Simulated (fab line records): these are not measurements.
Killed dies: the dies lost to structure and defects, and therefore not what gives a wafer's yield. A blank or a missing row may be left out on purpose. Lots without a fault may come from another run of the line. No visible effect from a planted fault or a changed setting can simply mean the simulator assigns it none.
A struck lot beside a sound one	flow berkeley_cmos170	14 steps out of a route of 331
Sound: the wafers L354.1, L354.2, L354.4. Wafers struck: L365.1, L365.4, L365.5. The cause is given at the end.
For every step that has rows: the tool of each side, followed by ch and its chambers, followed by its first start. Under that, the readings that differ: sound wafers	struck wafers	difference of the means	sigmas: that difference in standard deviations of wafers without a fault.
alike: readings whose means differ by less than 2 such deviations, and words and numbers that are the same on both sides. not compared: withheld readings, readings that some wafer has no value for, bounds like >300 that may hide the same value, and numbers for which the record gives no deviation and whose values overlap.
Wherever a step has rows on one side only, a row that says differs or no value, or a row with sigmas, the two part there. Numbers that don't overlap but have no deviation are shown without sigmas and don't part them. A reading missing from all wafers of one side parts the sides only when that side holds two or more wafers.

first, 1 step without rows for these wafers: UCB170_CONTACT_CLEAN_07 (cleans in SPM, time 600 s).
UCB170_CONTACT_RTA_08: time 10 s.
  sound on rtp_anneal-02 ch 0, day 7 21:24; struck on rtp_anneal-02 ch 0, day 10 00:15
  alike: chamber_o2_ppm, lamp_power_pct, wafer_temp_C_max
then, 6 steps without rows for these wafers: UCB170_CONTACT_COAT_09; UCB170_CONTACT_COAT_10 (resist thk 900 nm); UCB170_CONTACT_SOFTBAKE_11 (time 60 s); UCB170_CONTACT_EXPOSE_12 (exposes mask CONT, target cd 700 nm); UCB170_CONTACT_PEB_13; UCB170_CONTACT_DEVELOP_14 (develop time 45 s).
UCB170_CONTACT_CD_MEAS_15: target cd 700 nm.
  sound on cd_sem-01, day 7 22:33; struck on cd_sem-02, day 10 01:17
reading	sound	struck	difference	sigmas
cd_nm (nm)	700.6 702.2 701.9	698.4 698.8 698.5	-3.0	-3
UCB170_CONTACT_OVL_MEAS_16:
  sound on overlay-02, day 7 22:40; struck on overlay-02, day 10 01:24
  alike: CONTACT_OVL
UCB170_CONTACT_ETCH_17: etches BARC in N2/H2.
  sound on rie_diel-02 ch 0,2,3, day 7 22:43; struck on rie_diel-04 ch 1,2,3, day 10 01:26
  alike: drypump_motor_current_A, oes_product_au, throttle_valve_pct
UCB170_CONTACT_ETCH_18: etches PSG in CHF3/CF4/Ar, stops on TiSi2, target depth 840 nm, time 195 s.
  sound: rie_diel-02 ch 0,2,3; struck: rie_diel-04 ch 1,2,3
  alike: drypump_motor_current_A, mfc_ar_sccm, oes_product_au, throttle_valve_pct
  not compared: rf_hours_counter_h
UCB170_CONTACT_STRIP_19: strips in O2.
  sound on plasma_asher-02 ch 0,1, day 7 22:52; struck on plasma_asher-03 ch 0, day 10 01:36
  no value came back on the struck wafers for chamber_pressure_mTorr (mTorr), drypump_motor_current_A (A), oes_product_au (a.u.); on the sound wafers chamber_pressure_mTorr (mTorr) reads 3497 3501 3501
reading	sound	struck	difference	sigmas
model.KrF_of_CONTACT_COAT_10.thk_nm (nm)	0 0 0	689 689.7 693.1	+691	
  not compared: rf_hours_counter_h
UCB170_CONTACT_CD_MEAS_90: target cd 700 nm.
  sound on cd_sem-02, day 7 22:58; struck on cd_sem-01, day 10 01:42
reading	sound	struck	difference	sigmas
cd_nm (nm)	700.0 701.6 702.7	698.3 698.6 697.9	-3.2	-2

## WHERE THEY PART
At UCB170_CONTACT_CD_MEAS_15 first; at UCB170_CONTACT_CD_MEAS_90 last (within this record only).

WHY: the cause the simulator had injected
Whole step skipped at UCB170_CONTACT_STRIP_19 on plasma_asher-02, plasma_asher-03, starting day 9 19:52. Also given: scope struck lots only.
